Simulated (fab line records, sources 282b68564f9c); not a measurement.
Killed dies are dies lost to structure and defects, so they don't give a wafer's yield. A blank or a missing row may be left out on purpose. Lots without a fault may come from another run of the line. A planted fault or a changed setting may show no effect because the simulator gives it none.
Tool commonality check | flow rit_cmos | 14 lots, 42 wafers sampled

WHY IT WAS OPENED
At RIT_M1_RS_MEAS_01 the reading M1_AL_RS is flagged on 2 of 14 lots. Wafers without a fault read 0.0737 ohm/sq, standard deviation 0.00078.
Rule: a lot is flagged when every wafer of it that has a number lies more than 4 standard deviations from that mean, or none has a number. The other lots count as sound.

lot  | measured    | on            | M1_AL_RS (ohm/sq), wafer by wafer | flag
L392 | day 3 12:28 | film_metro-04 | 0.0727 0.0717 0.0727              |
L393 | day 3 15:28 | film_metro-02 | 0.0757 0.0754 0.0755              |
L394 | day 3 20:17 | film_metro-04 | 0.0731 0.0730 0.0729              |
L396 | day 4 06:38 | film_metro-02 | 0.0729 0.0726 0.0731              |
L397 | day 4 11:28 | film_metro-03 | 0.0739 0.0739 0.0742              |
L398 | day 4 15:55 | film_metro-03 | 0.0729 0.0730 0.0728              |
L399 | day 4 20:43 | film_metro-04 | 0.0735 0.0736 0.0735              |
L401 | day 5 07:12 | film_metro-04 | 0.0741 0.0742 0.0744              |
L403 | day 5 18:17 | film_metro-02 | 0.0739 0.0732 0.0739              |
L404 | day 5 22:32 | film_metro-03 | 0.0750 0.0747 0.0750              |
L407 | day 6 13:42 | film_metro-03 | 0.0909 0.0914 0.0912              | FLAGGED
L409 | day 7 00:23 | film_metro-02 | 0.0896 0.0908 0.0904              | FLAGGED
L412 | day 7 13:44 | film_metro-03 | 0.0738 0.0737 0.0735              |
L414 | day 7 23:16 | film_metro-04 | 0.0743 0.0749 0.0749              |
The numbers of the flagged lots are 0.0907 ohm/sq on average: +0.0170 ohm/sq against the usual, or +22 standard deviations.

WHICH TOOL RAN EACH LOT
The record holds 2 process steps before the reading, out of a route of 202 steps. In each cell: the tool, then ch and the chambers that the sampled wafers went through, then the start.
lot  | flag    | RIT_SILICIDE_RTA_06             | RIT_M1_SPUTTER_00
L392 |         | rtp_anneal-01 ch 0, day 3 09:48 | pvd_sputter-03, day 3 12:09
L393 |         | rtp_anneal-02 ch 0, day 3 12:27 | pvd_sputter-01, day 3 15:10
L394 |         | rtp_anneal-01 ch 0, day 3 17:33 | pvd_sputter-04, day 3 20:00
L396 |         | rtp_anneal-01 ch 0, day 4 03:52 | pvd_sputter-04, day 4 06:20
L397 |         | rtp_anneal-02 ch 0, day 4 08:45 | pvd_sputter-01, day 4 11:10
L398 |         | rtp_anneal-01 ch 0, day 4 12:49 | pvd_sputter-04, day 4 15:38
L399 |         | rtp_anneal-02 ch 0, day 4 18:04 | pvd_sputter-01, day 4 20:25
L401 |         | rtp_anneal-02 ch 0, day 5 04:26 | pvd_sputter-01, day 5 06:55
L403 |         | rtp_anneal-02 ch 0, day 5 15:37 | pvd_sputter-01, day 5 17:58
L404 |         | rtp_anneal-01 ch 0, day 5 19:55 | pvd_sputter-04, day 5 22:11
L407 | FLAGGED | rtp_anneal-02 ch 0, day 6 10:47 | pvd_sputter-01, day 6 13:24
L409 | FLAGGED | rtp_anneal-02 ch 0, day 6 21:40 | pvd_sputter-01, day 7 00:04
L412 |         | rtp_anneal-01 ch 0, day 7 11:07 | pvd_sputter-04, day 7 13:26
L414 |         | rtp_anneal-01 ch 0, day 7 20:40 | pvd_sputter-04, day 7 22:58
What these steps do:
- RIT_SILICIDE_RTA_06: time 9.691 s, ramp up 5 s, ramp down 10 s.
- RIT_M1_SPUTTER_00: material Al, target thk 400 nm, time 500 s.
- RIT_M1_RS_MEAS_01: measures by four-point-probe.

FLAGGED OVER TOTAL, TOOL BY TOOL (the gauges that took the reading come last)
step                | tool           | lots run | flagged | share of the flagged lots | sound lots run after its first flagged lot
RIT_SILICIDE_RTA_06 | rtp_anneal-01  | 7        | 0       | none                      | -
RIT_SILICIDE_RTA_06 | rtp_anneal-02  | 7        | 2       | all                       | 0
RIT_M1_SPUTTER_00   | pvd_sputter-01 | 7        | 2       | all                       | 0
RIT_M1_SPUTTER_00   | pvd_sputter-03 | 1        | 0       | none                      | -
RIT_M1_SPUTTER_00   | pvd_sputter-04 | 6        | 0       | none                      | -
RIT_M1_RS_MEAS_01   | film_metro-02  | 4        | 1       | some                      | 0
RIT_M1_RS_MEAS_01   | film_metro-03  | 5        | 1       | some                      | 1 (L412)
RIT_M1_RS_MEAS_01   | film_metro-04  | 5        | 0       | none                      | -

WHAT THE TABLE ALLOWS
2 rows of the table ran every flagged lot: rtp_anneal-02 at RIT_SILICIDE_RTA_06, pvd_sputter-01 at RIT_M1_SPUTTER_00.
- rtp_anneal-02 at RIT_SILICIDE_RTA_06: 2 of its 7 lots flagged. Its last sound lot is L403 (day 5 15:37), its first flagged lot L407 (day 6 10:47): a fault that began between those two fits.
- pvd_sputter-01 at RIT_M1_SPUTTER_00: 2 of its 7 lots flagged. Its last sound lot is L403 (day 5 17:58), its first flagged lot L407 (day 6 13:24): a fault that began between those two fits.
Counting lots can't tell these 2 tools apart, because each fits a fault that began at some hour. More lots, or a look at what each step does to the wafer, might.

WHAT THE SIMULATOR HAD PUT IN
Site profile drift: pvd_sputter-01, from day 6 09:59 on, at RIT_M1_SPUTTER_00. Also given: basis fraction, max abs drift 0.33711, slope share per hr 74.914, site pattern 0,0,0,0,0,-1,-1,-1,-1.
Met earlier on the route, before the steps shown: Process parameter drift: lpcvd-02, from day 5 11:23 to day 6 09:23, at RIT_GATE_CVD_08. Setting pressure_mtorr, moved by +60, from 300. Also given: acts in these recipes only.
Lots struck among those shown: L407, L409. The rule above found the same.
